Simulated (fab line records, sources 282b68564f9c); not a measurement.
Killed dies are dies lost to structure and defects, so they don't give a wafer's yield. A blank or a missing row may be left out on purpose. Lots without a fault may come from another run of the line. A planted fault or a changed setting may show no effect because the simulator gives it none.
A struck lot beside a sound one | flow rit_cmos | 43 steps out of a route of 202
Sound: wafers L713.3, L713.4, L713.6. Struck: wafers L720.1, L720.5, L720.6. The cause comes at the end.
At each step with rows: each side's tool, then ch and its chambers, then its first start. Under that, the readings that differ: sound wafers | struck wafers | difference of the means | sigmas: that difference in standard deviations of wafers without a fault.
alike: readings whose means differ by less than 2 such deviations, and words and numbers that are the same on both sides. not compared: withheld readings, readings that some wafer has no value for, bounds like >300 that may hide the same value, and numbers for which the record gives no deviation and whose values overlap.
The two part at a step that has a row with sigmas, a row that says differs or no value, or rows on one side only. Numbers that don't overlap but have no deviation are shown without sigmas and don't part them. A reading that every wafer of one side lacks parts them only if that side has two wafers or more.

first, 3 steps without rows for these wafers: RIT_PRETRO_EXPOSE_03 (exposes mask M5, target cd 43700 nm); RIT_PRETRO_PEB_04; RIT_PRETRO_DEVELOP_05 (develop time 68 s).
RIT_PRETRO_OVL_MEAS_06:
  sound on overlay-02, day 3 20:34; struck on overlay-01, day 5 16:13
  alike: PRETRO_OVL
then, 2 steps without rows for these wafers: RIT_PRETRO_HARDBAKE_07 (time 120 s); RIT_PRETRO_IMPLANT_08.
RIT_PRETRO_STRIP_09: strips in O2, time 180 s.
  sound on plasma_asher-04 ch 0,1, day 3 21:03; struck on plasma_asher-03 ch 0,1, day 5 16:38
  alike: drypump_motor_current_A, rf_refl_power_W
  not compared: rf_hours_counter_h
RIT_PRETRO_TW_MEAS_10:
  sound on film_metro-03, day 3 21:11; struck on film_metro-03, day 5 16:49
  alike: PRETRO_TW
then, 4 steps without rows for these wafers: RIT_GATE_WET_ETCH_00 (etches SiO2 in BOE, target depth 56 nm, time 60 s); RIT_GATE_CLEAN_01 (cleans in SC1, time 607.7 s); RIT_GATE_CLEAN_02 (cleans in dHF, time 30 s); RIT_GATE_CLEAN_03 (cleans in SC2, time 600 s).
RIT_GATE_CLEAN_04: cleans in dHF, time 60 s.
  sound on wet_bench-02 ch 0, day 3 21:38; struck on wet_bench-03 ch 0, day 5 17:16
RIT_FOX2_THK_MEAS_91:
  sound on film_metro-02, day 3 21:40; struck on film_metro-02, day 5 17:18
  alike: FIELD_OXIDE_LEFT_2_THK
then, 2 steps without rows for these wafers: RIT_GATE_OXIDATION_05 (target thk 3 nm, ox time 270 s); RIT_GATE_ANNEAL_06 (time 600 s).
RIT_GATE_THK_MEAS_07:
  sound on film_metro-02, day 4 05:21; struck on film_metro-02, day 6 03:56
  alike: GATE_OXIDE_THK
then, 1 step without rows for these wafers: RIT_GATE_CVD_08 (deposits poly-Si from SiH4, target thk 250 nm, time 2220 s).
RIT_GATE_THK_MEAS_09:
  sound on film_metro-02, day 4 07:02; struck on film_metro-01, day 6 06:25
  alike: GATE_POLY_THK
then, 6 steps without rows for these wafers: RIT_GATE_HMDS_10 (prime time 60 s); RIT_GATE_COAT_11 (resist thk 850 nm); RIT_GATE_SOFTBAKE_12 (time 58.07 s); RIT_GATE_EXPOSE_13 (exposes mask M6, target cd 150 nm); RIT_GATE_PEB_14; RIT_GATE_DEVELOP_15 (develop time 50 s).
RIT_GATE_CD_MEAS_16: target cd 150 nm.
  sound on cd_sem-02, day 4 07:58; struck on cd_sem-02, day 6 07:49
  alike: cd_nm
RIT_GATE_OVL_MEAS_17:
  sound on overlay-01, day 4 08:03; struck on overlay-01, day 6 07:56
  alike: GATE_OVL
then, 1 step without rows for these wafers: RIT_GATE_HARDBAKE_18 (time 60 s).
RIT_GATE_ETCH_19: etches poly-Si in SF6/CHF3/O2, stops on SiO2, time 165 s, target depth 312.5 nm.
  sound on rie_si-01 ch 1,3, day 4 08:29; struck on rie_si-01 ch 1,2, day 6 08:07
  alike: O2_flow_sccm, drypump_motor_current_A, oes_product_au, rf_fwd_power_W, throttle_valve_pct
  not compared: rf_hours_counter_h
RIT_GATE_STRIP_20: strips in O2, time 180 s.
  sound on plasma_asher-01 ch 0,1, day 4 08:39; struck on plasma_asher-03 ch 0,1, day 6 08:16
  alike: drypump_motor_current_A, rf_refl_power_W
  not compared: rf_hours_counter_h
RIT_GATE_CD_MEAS_90: target cd 150 nm.
  sound on cd_sem-01, day 4 08:49; struck on cd_sem-02, day 6 08:26
  alike: cd_nm
then, 4 steps without rows for these wafers: RIT_REOX_CLEAN_00 (cleans in SC1, time 572.7 s); RIT_REOX_CLEAN_01 (cleans in dHF, time 30 s); RIT_REOX_CLEAN_02 (cleans in SC2, time 600 s); RIT_REOX_OXIDATION_03 (target thk 25.2 nm, ox time 5580 s).
RIT_REOX_THK_MEAS_04:
  sound on film_metro-04, day 4 12:26; struck on film_metro-03, day 6 11:28
  reading             | sound          | struck         | difference | sigmas
  REOX_OXIDE_THK (nm) | 24.2 24.7 24.5 | 25.5 25.3 25.3 | +0.9       | +2
then, 6 steps without rows for these wafers: RIT_NLDD_HMDS_00 (prime time 60 s); RIT_NLDD_COAT_01 (resist thk 1000 nm); RIT_NLDD_SOFTBAKE_02 (time 60 s); RIT_NLDD_EXPOSE_03 (exposes mask M7, target cd 40700 nm); RIT_NLDD_PEB_04; RIT_NLDD_DEVELOP_05 (develop time 50 s).
RIT_M1_PROBE_99:
  sound on prober-02, day 5 04:56; struck on prober-01, day 7 06:11
  reading                                      | sound                | struck               | difference | sigmas
  model.etest.diode_nwell_sub.leak_log10_a_cm2 | -7.523 -7.446 -7.298 | -5.519 -5.734 -5.749 | +1.755     |
  model.etest.nmos_0p15.over_limit             | 0 0 0                | 1 1 1                | +1         |
  model.etest.antenna_m1.short                 | 0 0 0                | 1 1 1                | +1         |
  model.etest.nmos_0p3.short                   | 0 0 0                | 1 1 1                | +1         |
  model.etest.antenna_poly.over_limit          | 0 0 0                | 1 1 1                | +1         |
  model.etest.pmos_0p3.over_limit              | 0 0 0                | 1 1 1                | +1         |
  model.etest.nmos_turned.short                | 0 0 0                | 1 1 1                | +1         |
  model.etest.cap_p_gate.short                 | 0 0 0                | 1 1 1                | +1         |
  alike: killed_at_contacts, killed_at_front_end, killed_dies, killed_open, killed_short

WHERE THEY PART
Only at RIT_REOX_THK_MEAS_04, within this record. Later steps at which nothing parts them and some readings are alike: RIT_M1_PROBE_99.

WHY: what the simulator had put in
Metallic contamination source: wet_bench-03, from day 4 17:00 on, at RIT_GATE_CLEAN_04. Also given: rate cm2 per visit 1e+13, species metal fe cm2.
